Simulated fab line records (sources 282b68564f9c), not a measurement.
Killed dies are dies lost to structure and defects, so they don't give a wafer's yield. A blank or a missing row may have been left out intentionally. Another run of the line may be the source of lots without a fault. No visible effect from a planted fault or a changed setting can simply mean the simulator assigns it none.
A lot that was struck, set against a sound lot || flow ritCmos || 14 out of 202 route steps
Sound: these wafers, L736.2, L736.5, L736.6. Struck: wafers L740.1, L740.3, L740.4. Last of all comes the cause.
Order at every step that has rows: each side's tool, ch and its chambers, its first start. Under that, the readings that differ: sound wafers || struck wafers || difference of the means || sigmas: that difference in standard deviations of wafers without a fault.
alike: words and numbers the same on both sides, and readings whose means are apart by under 2 such deviations; not compared: readings that were withheld, readings missing a value for some wafer, numbers with overlapping values and no deviation given by the record, and bounds like >300 which may hide the same value.
Wherever a step has rows on one side only, a row that says differs or no value, or a row with sigmas, the two part there. Numbers that don't overlap but have no deviation are shown without sigmas and don't part them. A reading missing from all wafers of one side parts the sides only when that side holds two or more wafers.

first, 2 steps without rows for these wafers: RIT_SDANNEAL_CLEAN_01 (cleans in dHF, time 30 s); RIT_SDANNEAL_CLEAN_02 (cleans in SC2, time 600 s).
RIT_SDANNEAL_RTA_03: time 5 s.
  sound on rtpAnneal-01 ch 0, day 3 22:26; struck on rtpAnneal-01 ch 0, day 4 17:59
  alike: rampUpCPerS, wafer_temp_C_max
RIT_SDANNEAL_RS_MEAS_04: a four-point-probe measurement.
  sound: filmMetro-01 at day 3 22:31; struck: filmMetro-03 at day 4 18:02
  alike: PSD_RS
RIT_SDANNEAL_RS_MEAS_05: a four-point-probe measurement.
  sound: filmMetro-01 at day 3 22:38; struck: filmMetro-03 at day 4 18:10
  alike: NSD_RS
RIT_SDANNEAL_RS_MEAS_06: a four-point-probe measurement.
  sound: filmMetro-01 at day 3 22:45; struck: filmMetro-03 at day 4 18:17
  alike: PLDD_RS
RIT_SDANNEAL_RS_MEAS_07: a four-point-probe measurement.
  sound: filmMetro-01 at day 3 22:52; struck: filmMetro-03 at day 4 18:24
  alike: NLDD_RS
then, 1 step without rows for these wafers: RIT_SILICIDE_WET_ETCH_00 (etches SiO2 in BOE, target depth 14 nm, time 15 s).
RIT_SILICIDE_SPUTTER_01: material Ti, target thk 30 nm, time 240 s.
  sound: pvdSputter-03 at day 3 22:59; struck: pvdSputter-03 at day 4 18:32
  alike: throttleValvePct
RIT_SILICIDE_RS_MEAS_02: a four-point-probe measurement.
  sound: filmMetro-03 at day 3 23:09; struck: filmMetro-02 at day 4 18:41
{"reading": "SILICIDE_TI_RS (ohm/sq)", "sound": "46.6 46.8 46.7", "struck": "49.2 48.0 48.3", "difference": "+1.8", "sigmas": "+3"}
RIT_SILICIDE_THK_MEAS_03: measures by xrf.
  sound: filmMetro-03 at day 3 23:16; struck: filmMetro-02 at day 4 18:49
{"reading": "SILICIDE_TI_THK (nm)", "sound": "30.9 30.8 30.9", "struck": "29.5 30.1 30.0", "difference": -1.0, "sigmas": -3}
RIT_SILICIDE_RTA_04: time 10 s, ramp up 5 s, ramp down 5 s.
  sound on rtpAnneal-02 ch 0, day 3 23:20; struck on rtpAnneal-02 ch 0, day 4 18:52
  alike: wafer_temp_C_max
RIT_SILICIDE_WET_ETCH_05: etches Ti in SPM, time 120 s.
  sound on wetBench-04 ch 3, day 3 23:27; struck on wetBench-02 ch 0, day 4 18:56
  no value came back on the struck wafers for bathGuardTempC (C), bathHeatDutyPct (%); on the sound wafers bathGuardTempC (C) reads 90.4 90.1 90.3
RIT_SILICIDE_RTA_06: time 10 s, ramp up 5 s, ramp down 10 s.
  sound on rtpAnneal-01 ch 0, day 3 23:30; struck on rtpAnneal-01 ch 0, day 4 18:59
  alike: wafer_temp_C_max

== WHERE THEY PART ==
First at RIT_SILICIDE_RS_MEAS_02; last, within this record, at RIT_SILICIDE_WET_ETCH_05. Later steps at which nothing parts them and some readings are alike: RIT_SILICIDE_RTA_06.

WHY: what the simulator had put in
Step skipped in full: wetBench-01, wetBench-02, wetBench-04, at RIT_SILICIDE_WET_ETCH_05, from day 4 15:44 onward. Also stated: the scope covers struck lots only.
